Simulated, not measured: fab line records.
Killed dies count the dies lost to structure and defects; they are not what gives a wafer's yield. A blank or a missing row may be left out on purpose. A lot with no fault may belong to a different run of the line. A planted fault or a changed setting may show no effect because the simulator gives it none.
Chamber matching + flow berkeley cmos170 + rie diel-01 running UCB170_ACTIVE_ETCH_15: 4 sister chambers
The step etches Si3N4 in CH3F/Ar/O2, stops on SiO2, target depth 242 nm, time 151 s. 16 wafers are shown with their chamber, then 8 later ones without.

== WAFERS, EACH WITH ITS CHAMBER ==
| wafer  | chamber | drypump motor current A (A) | throttle valve pct (%) | chamber pressure mTorr (mTorr) |
|--------|---------|-----------------------------|------------------------|--------------------------------|
| L799.4 | 0       | 5.6                         | 8.19                   | 49.98                          |
| L799.5 | 2       | 5.4                         | 8.02                   | 50.02                          |
| L799.6 | 0       | 5.6                         | 8.19                   | 49.93                          |
| L804.2 | 1       | 6.1                         | 8.11                   | 49.99                          |
| L804.5 | 2       | 5.4                         | 8.05                   | 50.07                          |
| L804.6 | 1       | 6.1                         | 8.10                   | 50.03                          |
| L807.2 | 1       | 6.0                         | 8.12                   | 49.97                          |
| L807.4 | 3       | 5.7                         | 7.95                   | 50.09                          |
| L807.5 | 2       | 5.4                         | 8.03                   | 50.03                          |
| L808.1 | 2       | 5.4                         | 8.03                   | 50.02                          |
| L808.4 | 0       | 5.6                         | 8.18                   | 50.02                          |
| L808.6 | 1       | 6.1                         | 8.10                   | 49.99                          |
| L811.1 | 0       | 5.6                         | 8.19                   | 49.96                          |
| L811.3 | 2       | 5.4                         | 8.03                   | 49.91                          |
| L811.6 | 2       | 5.4                         | 8.03                   | 49.98                          |
| L815.3 | 0       | 5.6                         | 8.20                   | 50.00                          |

SIGNATURES (averages over the wafers above)
| reading                 | chamber 0 | chamber 1 | chamber 2 | chamber 3 | scatter within a chamber |
|-------------------------|-----------|-----------|-----------|-----------|--------------------------|
| drypump motor current A | 5.600     | 6.075     | 5.400     | 5.700     | 0.025                    |
| throttle valve pct      | 8.1900    | 8.1075    | 8.0317    | 7.9500    | 0.00894                  |
| chamber pressure mTorr  | 49.9780   | 49.9950   | 50.0050   | 50.0900   | 0.0426                   |
Rule: a wafer's distance from a chamber is the root of the sum, over the readings, of the square of ((its reading less the chamber's mean) divided by the reading's scatter). The wafer belongs to the nearest chamber; if the next one is less than 2 further off, it can't be placed. The scatter: take each reading less its chamber's mean, square it, sum over the shown wafers, divide by the number of wafers less the number of chambers, and take the root.

== WAFERS WHOSE CHAMBER IS MISSING ==
| wafer  | drypump motor current A (A) | throttle valve pct (%) | chamber pressure mTorr (mTorr) |
|--------|-----------------------------|------------------------|--------------------------------|
| L815.4 | 6.0                         | 8.08                   | 49.96                          |
| L815.5 | 6.0                         | 8.10                   | 49.98                          |
| L820.1 | 5.4                         | 8.01                   | 49.85                          |
| L820.4 | 6.0                         | 8.11                   | 49.96                          |
| L820.6 | 5.8                         | 7.94                   | 50.06                          |
| L822.1 | 5.4                         | 8.01                   | 49.98                          |
| L822.5 | 6.1                         | 8.12                   | 49.96                          |
| L822.6 | 5.7                         | 7.96                   | 50.00                          |

== EACH ONE'S CHAMBER ==
| wafer  | from the rows above | in truth |
|--------|---------------------|----------|
| L815.4 | 1                   | 1        |
| L815.5 | 1                   | 1        |
| L820.1 | 2                   | 2        |
| L820.4 | 1                   | 1        |
| L820.6 | 3                   | 3        |
| L822.1 | 2                   | 2        |
| L822.5 | 1                   | 1        |
| L822.6 | 3                   | 3        |
8 of 8 placed correctly. Not placeable from these rows: 0. Placed wrongly: 0.
